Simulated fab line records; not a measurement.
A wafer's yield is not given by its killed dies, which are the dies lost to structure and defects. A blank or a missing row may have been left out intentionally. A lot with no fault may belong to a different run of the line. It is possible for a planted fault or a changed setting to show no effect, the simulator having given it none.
fab line records | flow berkeley_cmos170
record: lots: 14 | wafers: 42 | last_day: 13
route steps=331 shown NLDD@166
lots that met no fault: taken from a fault-free run of the same line
start_h: hours from the record's opening day to when the first of the lot's shown wafers began | wait_h: hours since the lot's step before | " identical to the entry in the row above | L1.1+2: one row covering several wafers at once | - value missing, or start not given | * or withheld: withheld | < > ~ a bound
route shown NAME@n: a module of which the file shows steps, and the number in the route of the first | usual: mean/standard deviation taken from wafers without a fault | same: alike in all rows | chamber/n: place in a boat | sites: each site's reading | _std_site: the values' standard deviation | _edge_site: mean of outer sites minus mean of inner sites | radius_mm: how far each site lies from the wafer's centre | mask NAME#n: copy n | behind: the most recent tool/chamber to have shaped the wafer | hold: the reason the lot was held/the length of the hold in hours/how it ended | device: the transistor (n, p or np) that didn't switch | end of line: the tests these same wafers got at the end of their route | a step given without rows: its recipe and nothing more | killed: dies that structure and defects cost at the first sort, which is not the same as the wafer's yield | map: shows each die of a wafer: x if killed, . if not, _ if none is there
set.NAME: the setting as run; set.NAME@STEP: as run at that earlier step | model.NAME: the simulator's own value behind a step, which no gauge read
one table for each step of the route and one row for each wafer, over a sample of lots
services: from which hour (start_h, from the record's first day; less than 0 if before it) a tool's chamber was out of use, for how many hours, and why
== steps ==
step: UCB170_NLDD_IMPLANT_08
recipe: species: As | dose_cm2: 5e+13 | energy_kev: 30 | tilt_deg: 7 | rotation_deg: 0
usual: end_station_pressure_torr: 5.13e-06/2.7e-07 | faraday_current_uA: 159/3.5
lot.wafer | tool         | chamber | start_h | wait_h | end_station_pressure_torr | faraday_current_uA
L405.1    | implanter-02 | 0       | 162.85  | 0.0    | 5.29e-06                  | 164
L405.3    | "            | 0       | "       | "      | 5.73e-06                  | 159
L405.5    | "            | 0       | "       | "      | 5.24e-06                  | 166
L406.1    | implanter-02 | 0       | 171.15  | 0.0    | 4.96e-06                  | 161
L406.3    | "            | 0       | "       | "      | 5.07e-06                  | 165
L406.5    | "            | 0       | "       | "      | 4.81e-06                  | 164
L409.1    | implanter-04 | 0       | 180.08  | 0.0    | 4.64e-06                  | 155
L409.2    | "            | 0       | "       | "      | 5.21e-06                  | 164
L409.6    | "            | 0       | "       | "      | 5.25e-06                  | 161
L410.2    | implanter-02 | 0       | 180.48  | 0.0    | 5.03e-06                  | 157
L410.4    | "            | 0       | "       | "      | 4.51e-06                  | 162
L410.5    | "            | 0       | "       | "      | 5.17e-06                  | 162
L408.1    | implanter-04 | 0       | 180.84  | 0.0    | 5.18e-06                  | 158
L408.4    | "            | 0       | "       | "      | 5.37e-06                  | 159
L408.5    | "            | 0       | "       | "      | 5.05e-06                  | 158
L408.1    | implanter-04 | 0       | 181.16  | 0.3    | 4.97e-06                  | 153
L408.4    | "            | 0       | "       | "      | 5.55e-06                  | 163
L408.5    | "            | 0       | "       | "      | 5.02e-06                  | 160
L411.2    | implanter-03 | 0       | 193.25  | 0.0    | 4.87e-06                  | 162
L411.5    | "            | 0       | "       | "      | 5.44e-06                  | 161
L411.6    | "            | 0       | "       | "      | 5.14e-06                  | 155
L411.2    | implanter-03 | 0       | 193.57  | 0.3    | 5.25e-06                  | 160
L411.5    | "            | 0       | "       | "      | 5.02e-06                  | 157
L411.6    | "            | 0       | "       | "      | 4.73e-06                  | 155
L412.2    | implanter-04 | 0       | 193.61  | 0.0    | 5.44e-06                  | 165
L412.5    | "            | 0       | "       | "      | 5.08e-06                  | 154
L412.6    | "            | 0       | "       | "      | 5.04e-06                  | 156
L419.1    | implanter-03 | 0       | 224.07  | 0.0    | 5.34e-06                  | 155
L419.5    | "            | 0       | "       | "      | 4.97e-06                  | 160
L419.6    | "            | 0       | "       | "      | 5.14e-06                  | 161
L418.1    | implanter-02 | 0       | 224.19  | 0.0    | 5.23e-06                  | 164
L418.3    | "            | 0       | "       | "      | 5.77e-06                  | 157
L418.6    | "            | 0       | "       | "      | 4.91e-06                  | 158
L421.1    | implanter-03 | 0       | 245.72  | 0.0    | 5.56e-06                  | 158
L421.2    | "            | 0       | "       | "      | 5.16e-06                  | 159
L421.6    | "            | 0       | "       | "      | 4.97e-06                  | 167
L420.2    | implanter-04 | 0       | 246.94  | 0.0    | 5.06e-06                  | 161
L420.4    | "            | 0       | "       | "      | 5.35e-06                  | 168
L420.5    | "            | 0       | "       | "      | 5.14e-06                  | 158
L424.1    | implanter-04 | 0       | 247.21  | 0.1    | 5.59e-06                  | 159
L424.2    | "            | 0       | "       | "      | 5.4e-06                   | 159
L424.6    | "            | 0       | "       | "      | 5.23e-06                  | 157
L425.1    | implanter-02 | 0       | 264.29  | 0.0    | 4.51e-06                  | 161
L425.2    | "            | 0       | "       | "      | 4.93e-06                  | 156
L425.3    | "            | 0       | "       | "      | 5.16e-06                  | 159
L427.3    | implanter-04 | 0       | 280.03  | 0.1    | 4.33e-06                  | 153
L427.5    | "            | 0       | "       | "      | 4.83e-06                  | 155
L427.6    | "            | 0       | "       | "      | 5.01e-06                  | 155
step: UCB170_NLDD_TW_MEAS_11
usual: NLDD_TW: 2206/19
lot.wafer | tool          | chamber | start_h | wait_h | NLDD_TW
L405.1    | film_metro-01 | -       | 163.25  | 0.1    | 2215
L405.3    | "             | -       | "       | "      | 2229
L405.5    | "             | -       | "       | "      | 2226
L406.1    | film_metro-01 | -       | 171.55  | 0.1    | 2217
L406.3    | "             | -       | "       | "      | 2217
L406.5    | "             | -       | "       | "      | 2218
L409.1    | film_metro-02 | -       | 180.48  | 0.1    | 2168
L409.2    | "             | -       | "       | "      | 2173
L409.6    | "             | -       | "       | "      | 2173
L410.2    | film_metro-02 | -       | 180.87  | 0.1    | 2181
L410.4    | "             | -       | "       | "      | 2169
L410.5    | "             | -       | "       | "      | 2164
L408.1    | film_metro-02 | -       | 181.67  | 0.2    | 2434
L408.4    | "             | -       | "       | "      | 2411
L408.5    | "             | -       | "       | "      | 2407
L408.1    | film_metro-02 | -       | 181.90  | 0.2    | 2419
L408.4    | "             | -       | "       | "      | 2407
L408.5    | "             | -       | "       | "      | 2422
L412.2    | film_metro-02 | -       | 193.99  | 0.1    | 2201
L412.5    | "             | -       | "       | "      | 2199
L412.6    | "             | -       | "       | "      | 2187
L411.2    | film_metro-02 | -       | 194.05  | 0.2    | 2419
L411.5    | "             | -       | "       | "      | 2418
L411.6    | "             | -       | "       | "      | 2421
L411.2    | film_metro-02 | -       | 194.28  | 0.2    | 2426
L411.5    | "             | -       | "       | "      | 2431
L411.6    | "             | -       | "       | "      | 2420
L419.1    | film_metro-01 | -       | 224.47  | 0.1    | 2217
L419.5    | "             | -       | "       | "      | 2234
L419.6    | "             | -       | "       | "      | 2230
L418.1    | film_metro-04 | -       | 224.59  | 0.1    | 2221
L418.3    | "             | -       | "       | "      | 2216
L418.6    | "             | -       | "       | "      | 2222
L421.1    | film_metro-04 | -       | 246.12  | 0.1    | 2203
L421.2    | "             | -       | "       | "      | 2205
L421.6    | "             | -       | "       | "      | 2209
L420.2    | film_metro-04 | -       | 247.32  | 0.1    | 2212
L420.4    | "             | -       | "       | "      | 2218
L420.5    | "             | -       | "       | "      | 2213
L424.1    | film_metro-01 | -       | 247.61  | 0.1    | 2215
L424.2    | "             | -       | "       | "      | 2226
L424.6    | "             | -       | "       | "      | 2227
L425.1    | film_metro-02 | -       | 264.69  | 0.1    | 2190
L425.2    | "             | -       | "       | "      | 2191
L425.3    | "             | -       | "       | "      | 2196
L427.3    | film_metro-04 | -       | 280.40  | 0.1    | 2216
L427.5    | "             | -       | "       | "      | 2226
L427.6    | "             | -       | "       | "      | 2223
step: UCB170_SDANNEAL_RS_MEAS_05
recipe: thk_meas_gauge: four-point-probe
usual: NLDD_RS: 616.3/1.7
lot.wafer | tool          | chamber | start_h | wait_h | NLDD_RS[ohm/sq]
L405.1    | film_metro-04 | -       | 178.50  | 0.1    | 616.5
L405.3    | "             | -       | "       | "      | 615.1
L405.5    | "             | -       | "       | "      | 616.5
L406.1    | film_metro-04 | -       | 182.60  | 0.1    | 616.8
L406.3    | "             | -       | "       | "      | 617.0
L406.5    | "             | -       | "       | "      | 617.4
L409.1    | film_metro-01 | -       | 192.90  | 0.1    | 617.7
L409.2    | "             | -       | "       | "      | 616.8
L409.6    | "             | -       | "       | "      | 616.2
L408.1    | film_metro-02 | -       | 193.40  | 0.1    | 464.0
L408.4    | "             | -       | "       | "      | 462.6
L408.5    | "             | -       | "       | "      | 465.1
L408.1    | film_metro-02 | -       | 193.69  | 0.3    | 463.7
L408.4    | "             | -       | "       | "      | 463.1
L408.5    | "             | -       | "       | "      | 463.8
L410.2    | film_metro-01 | -       | 193.67  | 0.1    | 618.2
L410.4    | "             | -       | "       | "      | 617.3
L410.5    | "             | -       | "       | "      | 616.3
L412.2    | film_metro-04 | -       | 207.55  | 0.1    | 613.6
L412.5    | "             | -       | "       | "      | 614.5
L412.6    | "             | -       | "       | "      | 613.9
L411.2    | film_metro-01 | -       | 209.19  | 0.1    | 463.6
L411.5    | "             | -       | "       | "      | 464.8
L411.6    | "             | -       | "       | "      | 465.4
L411.2    | film_metro-01 | -       | 209.47  | 0.3    | 463.2
L411.5    | "             | -       | "       | "      | 464.2
L411.6    | "             | -       | "       | "      | 464.4
L419.1    | film_metro-04 | -       | 238.02  | 0.1    | 618.9
L419.5    | "             | -       | "       | "      | 616.8
L419.6    | "             | -       | "       | "      | 617.9
L418.1    | film_metro-02 | -       | 238.05  | 0.1    | 616.0
L418.3    | "             | -       | "       | "      | 615.0
L418.6    | "             | -       | "       | "      | 616.5
L421.1    | film_metro-04 | -       | 258.81  | 0.1    | 617.0
L421.2    | "             | -       | "       | "      | 616.5
L421.6    | "             | -       | "       | "      | 616.9
L424.1    | film_metro-04 | -       | 259.71  | 0.1    | 619.1
L424.2    | "             | -       | "       | "      | 618.7
L424.6    | "             | -       | "       | "      | 618.9
L420.2    | film_metro-01 | -       | 260.50  | 0.1    | 614.2
L420.4    | "             | -       | "       | "      | 614.8
L420.5    | "             | -       | "       | "      | 613.5
L425.1    | film_metro-04 | -       | 280.93  | 0.1    | 619.8
L425.2    | "             | -       | "       | "      | 617.2
L425.3    | "             | -       | "       | "      | 618.6
L427.3    | film_metro-01 | -       | 288.98  | 0.1    | 616.3
L427.5    | "             | -       | "       | "      | 616.3
L427.6    | "             | -       | "       | "      | 615.4
== services ==
tool         | chamber | start_h | hours | kind
implanter-03 | -       | 187.93  | 1.9   | pm
implanter-03 | -       | 189.96  | 1.7   | repair
implanter-04 | -       | 221.66  | 3.4   | repair
implanter-04 | -       | 233.33  | 3.7   | repair
implanter-03 | -       | 279.59  | 9.3   | repair
== key ==
first_sign: step: UCB170_NLDD_IMPLANT_08 | reading: visit | direction: added
effect: step: UCB170_NLDD_TW_MEAS_11 | reading: visit | direction: added
effect: step: UCB170_NLDD_TW_MEAS_11 | reading: NLDD_TW | direction: up | sigmas: 11 | usual: 2206 | struck: 2418
effect: step: UCB170_SDANNEAL_RS_MEAS_05 | reading: NLDD_RS | direction: down | sigmas: 88 | usual: 616.3 | struck: 464.2
met_at UCB170_NLDD_IMPLANT_08
struck_lots L408,L411
scrapped_behind UCB170_SDANNEAL_RS_MEAS_05 L408.1,L408.4,L408.5,L411.2,L411.5,L411.6
fault: kind: repeated_step_whole | tool: implanter-02,implanter-03,implanter-04 | chamber: - | onset_h: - | steps: UCB170_NLDD_IMPLANT_08 | times: 1 | scope: struck_lots_only
